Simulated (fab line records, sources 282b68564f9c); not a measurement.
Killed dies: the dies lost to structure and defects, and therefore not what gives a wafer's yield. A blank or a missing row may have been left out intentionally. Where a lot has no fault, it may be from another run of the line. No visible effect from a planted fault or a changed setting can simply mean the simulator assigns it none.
fab line records	flow rit_cmos
record: lots: 14	wafers: 42	last_day: 7
route steps=202 shown NWELL@33
lots that met no fault: taken from a fault-free run of the same line
start_h: hours from the record's opening day to when the first of the lot's shown wafers began	wait_h: time in hours since the lot's previous step	" repeats the value in the row above	L1.1+2: one row covering several wafers at once	- no value present, or no start provided	* or withheld: withheld	< > ~ a bound
route shown NAME@n: a module of which the file shows steps, and the number in the route of the first	usual: average and standard deviation across the fault-free wafers	same: alike in all rows	chamber/n: place in a boat	sites: per-site readings	_std_site: their standard deviation	_edge_site: inner sites' mean taken away from outer sites' mean	radius_mm: for every site, how far away it sits from the centre of the wafer	mask NAME#n: copy n	behind: tool/chamber where the wafer was last shaped	hold: what put the lot on hold/how long, in hours/how the hold closed	device: names the non-switching transistor (n, p or np)	end of line: at the end of the route, the tests of the same wafers	a step with no rows: only its recipe	killed: at the first sort, the dies lost to defects and structure; wafer yield is something else	map: per-die view of a wafer (x killed, . not killed, _ where there is no die)
set.NAME: the setting the step ran with; set.NAME@STEP: the setting that earlier step ran with	model.NAME: the simulator's own value behind a step, which no gauge read
one table for each step of the route and one row for each wafer, over a sample of lots
== steps ==
step: RIT_NWELL_DEVELOP_05
recipe: resist: NOVOLAK	develop_time_s: 68	dev_temp_c: 23
usual: chill_plate_temp_C: 22.98/0.11	develop_time_s: 68/0
lot.wafer	tool	chamber	start_h	wait_h	chill_plate_temp_C	develop_time_s
L451.1	litho_track-03	0	31	-	22.91	68
L451.3	"	0	"	"	22.95	68
L451.5	"	0	32	-	23.02	68
L452.1	litho_track-04	0	42	-	22.98	68
L452.2	"	0	"	"	23.25	68
L452.3	"	0	"	"	23.13	68
L453.1	litho_track-03	0	46	-	23.02	68
L453.3	"	0	"	"	22.85	68
L453.6	"	0	"	"	22.94	68
L454.3	litho_track-04	-	53	-	-	-
L454.4	"	-	"	"	-	-
L454.5	"	-	"	"	-	-
L455.2	litho_track-02	-	60	-	-	-
L455.4	"	-	"	"	-	-
L455.5	"	-	"	"	-	-
L458.1	litho_track-04	0	69	-	22.93	68
L458.4	"	0	"	"	23.01	68
L458.5	"	0	"	"	22.89	68
L463.2	litho_track-02	0	92	-	22.99	68
L463.4	"	0	"	"	22.99	68
L463.6	"	0	"	"	22.96	68
L466.1	litho_track-03	0	105	-	22.99	68
L466.2	"	0	"	"	23.01	68
L466.4	"	0	"	"	23.12	68
L467.3	litho_track-04	0	111	-	23.12	68
L467.4	"	0	"	"	23.11	68
L467.6	"	0	"	"	22.94	68
L468.1	litho_track-04	0	116	-	23.09	68
L468.2	"	0	"	"	23.03	68
L468.5	"	0	"	"	22.89	68
L469.1	litho_track-02	0	120	-	23.20	68
L469.2	"	0	"	"	23.23	68
L469.5	"	0	"	"	23.24	68
L470.4	litho_track-03	0	127	-	22.83	68
L470.5	"	0	"	"	22.84	68
L470.6	"	0	"	"	22.74	68
L471.4	litho_track-02	0	132	-	22.96	68
L471.5	"	0	"	"	23.01	68
L471.6	"	0	"	"	23.02	68
L472.1	litho_track-02	0	137	-	22.91	68
L472.5	"	0	"	"	22.82	68
L472.6	"	0	"	"	23.06	68
== key ==
first_sign: step: RIT_NWELL_DEVELOP_05	reading: tool_record	direction: missing
effect none on later readings
met_at RIT_NWELL_DEVELOP_05
struck_lots L454,L455
sort_left_out L454.3,L454.4,L454.5,L455.2,L455.4,L455.5
tester_left_out L454,L455
onset_between 42 53
fault: kind: skipped_step_whole	tool: litho_track-02,litho_track-04	chamber: -	onset_h: 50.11	steps: RIT_NWELL_DEVELOP_05	scope: struck_lots_only
tester_left_out: of these lots the tester's yield and bins aren't shown, on N5 and GAA mostly nor the transistor test; their killed dies are dies lost to structure and defects alone, not to doping, threshold or leakage, so they don't give the yield
sort_left_out: the simulated sort isn't trusted on such a fault, so these wafers' sort isn't shown, and their yield isn't known
